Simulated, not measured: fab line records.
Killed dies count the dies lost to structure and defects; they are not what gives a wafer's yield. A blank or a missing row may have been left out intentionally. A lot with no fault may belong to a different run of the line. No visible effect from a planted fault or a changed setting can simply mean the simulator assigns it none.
Comparing a struck lot with a sound one | flow ritCmos | 17 steps out of a route of 202
Sound: these wafers, L385.1, L385.4, L385.5. Struck: wafer L386.2. (L386.1, L386.4 of the same lot were not struck and are left out.) The cause comes at the end.
Each step with rows lists, per side, the tool, then ch with its chambers, then its first start. Under that, the readings that differ: sound wafers | struck wafers | difference of the means | sigmas: that difference in standard deviations of wafers without a fault.
alike: same words and numbers on both sides, and readings whose means sit less than 2 such deviations apart. not compared: any withheld reading, any reading some wafer has no value for, any bound like >300 that may hide the same value, and any number with overlapping values for which the record gives no deviation.
Wherever a step has rows on one side only, a row that says differs or no value, or a row with sigmas, the two part there. When numbers do not overlap yet have no deviation, they are printed without sigmas and do not part them. Lack of a reading on every wafer of one side parts them only where that side has two or more wafers.

first, 1 step without rows for these wafers: RIT_PSD_IMPLANT_08.
RIT_PSD_STRIP_09: strips in O2, time 180 s.
  sound on plasmaAsher-04 ch 0,1, day 6 02:16; struck on plasmaAsher-01 ch 1, day 6 08:07
  alike: drypumpMotorCurrentA
  not compared: rfHoursCounterH
RIT_PSD_TW_MEAS_10:
  sound: filmMetro-02 at day 6 02:26; struck: filmMetro-04 at day 6 08:18
reading | sound          | struck | difference | sigmas
PSD_TW  | 3417 3427 3398 | 3509   | +95        | +2
then, 3 steps without rows for these wafers: RIT_SDANNEAL_CLEAN_00 (cleans in SC1, time 600 s); RIT_SDANNEAL_CLEAN_01 (cleans in dHF, time 30 s); RIT_SDANNEAL_CLEAN_02 (cleans in SC2, time 600 s).
RIT_SDANNEAL_RTA_03: time 5 s.
  sound on rtpAnneal-02 ch 0, day 6 03:13; struck on rtpAnneal-01 ch 0, day 6 08:55
  alike: wafer_temp_C_max
RIT_SDANNEAL_RS_MEAS_04: measurement is done with a four-point probe.
  sound: filmMetro-04 at day 6 03:17; struck: filmMetro-04 at day 6 08:59
  alike: PSD_RS
RIT_SDANNEAL_RS_MEAS_05: measurement is done with a four-point probe.
  sound: filmMetro-04 at day 6 03:24; struck: filmMetro-04 at day 6 09:06
  alike: NSD_RS
RIT_SDANNEAL_RS_MEAS_06: measurement is done with a four-point probe.
  sound: filmMetro-04 at day 6 03:31; struck: filmMetro-04 at day 6 09:13
  alike: PLDD_RS
RIT_SDANNEAL_RS_MEAS_07: measurement is done with a four-point probe.
  sound: filmMetro-04 at day 6 03:38; struck: filmMetro-04 at day 6 09:20
  alike: NLDD_RS
then, 1 step without rows for these wafers: RIT_SILICIDE_WET_ETCH_00 (etches SiO2 in BOE, target depth 14 nm, time 15 s).
RIT_SILICIDE_SPUTTER_01: material Ti, target thk 30 nm, time 240 s.
  sound: pvdSputter-03 at day 6 03:46; struck: pvdSputter-01 at day 6 09:29
reading                                    | sound             | struck | difference | sigmas
model.Ti_of_SILICIDE_SPUTTER_01.thkNm (nm) | 30.36 30.15 30.41 | 18.26  | -12.05     | 
  alike: throttleValvePct
RIT_SILICIDE_RS_MEAS_02: measurement is done with a four-point probe.
  sound: filmMetro-03 at day 6 03:55; struck: filmMetro-02 at day 6 09:38
reading                 | sound          | struck | difference | sigmas
SILICIDE_TI_RS (ohm/sq) | 47.1 47.6 47.0 | 89.9   | +42.7      | +47
RIT_SILICIDE_THK_MEAS_03: measures by xrf.
  sound: filmMetro-03 at day 6 04:02; struck: filmMetro-02 at day 6 09:45
reading              | sound          | struck | difference | sigmas
SILICIDE_TI_THK (nm) | 30.6 30.3 30.6 | 18.2   | -12.3      | -25
RIT_SILICIDE_RTA_04: time 10 s, ramp up 5 s, ramp down 5 s.
  sound on rtpAnneal-01 ch 0, day 6 04:06; struck on rtpAnneal-02 ch 0, day 6 09:49
  alike: wafer_temp_C_max
RIT_M1_PROBE_99:
  sound: prober-02 at day 6 10:39; struck: prober-01 at day 6 16:25
reading                            | sound             | struck | difference | sigmas
model.etest.npolyLine.lineOhmUm    | 166 169.8 168.2   | 239.4  | +71.4      | 
model.etest.ppolyLine.lineOhmUm    | 159.6 163.1 164.3 | 226.9  | +64.6      | 
model.etest.contactPplus.endOhmUm  | 47.38 45.56 47.37 | 34.04  | -12.73     | 
model.etest.ppolyLine.widthNm (nm) | 102.7 99.94 98.72 | 110.2  | +9.7       | 
model.etest.contactNplus.endOhmUm  | 43.89 44.26 44.36 | 32.85  | -11.32     | 
model.etest.npolyLine.widthNm (nm) | 101.3 98.79 97.77 | 109.3  | +10.0      | 
model.etest.npolyLine.rsOhmSq      | 16.88 16.88 16.89 | 26.39  | +9.51      | 
model.etest.ppolyLine.rsOhmSq      | 16.25 16.38 16.29 | 24.78  | +8.47      | 
  alike: killedAtContacts, killedAtFrontEnd, killedDies, killedOpen, killedShort

WHERE THEY PART
First at RIT_PSD_TW_MEAS_10; last, within this record, at RIT_SILICIDE_THK_MEAS_03. Later steps at which nothing parts them and some readings are alike: RIT_SILICIDE_RTA_04, RIT_M1_PROBE_99.

WHY: the cause the simulator had injected
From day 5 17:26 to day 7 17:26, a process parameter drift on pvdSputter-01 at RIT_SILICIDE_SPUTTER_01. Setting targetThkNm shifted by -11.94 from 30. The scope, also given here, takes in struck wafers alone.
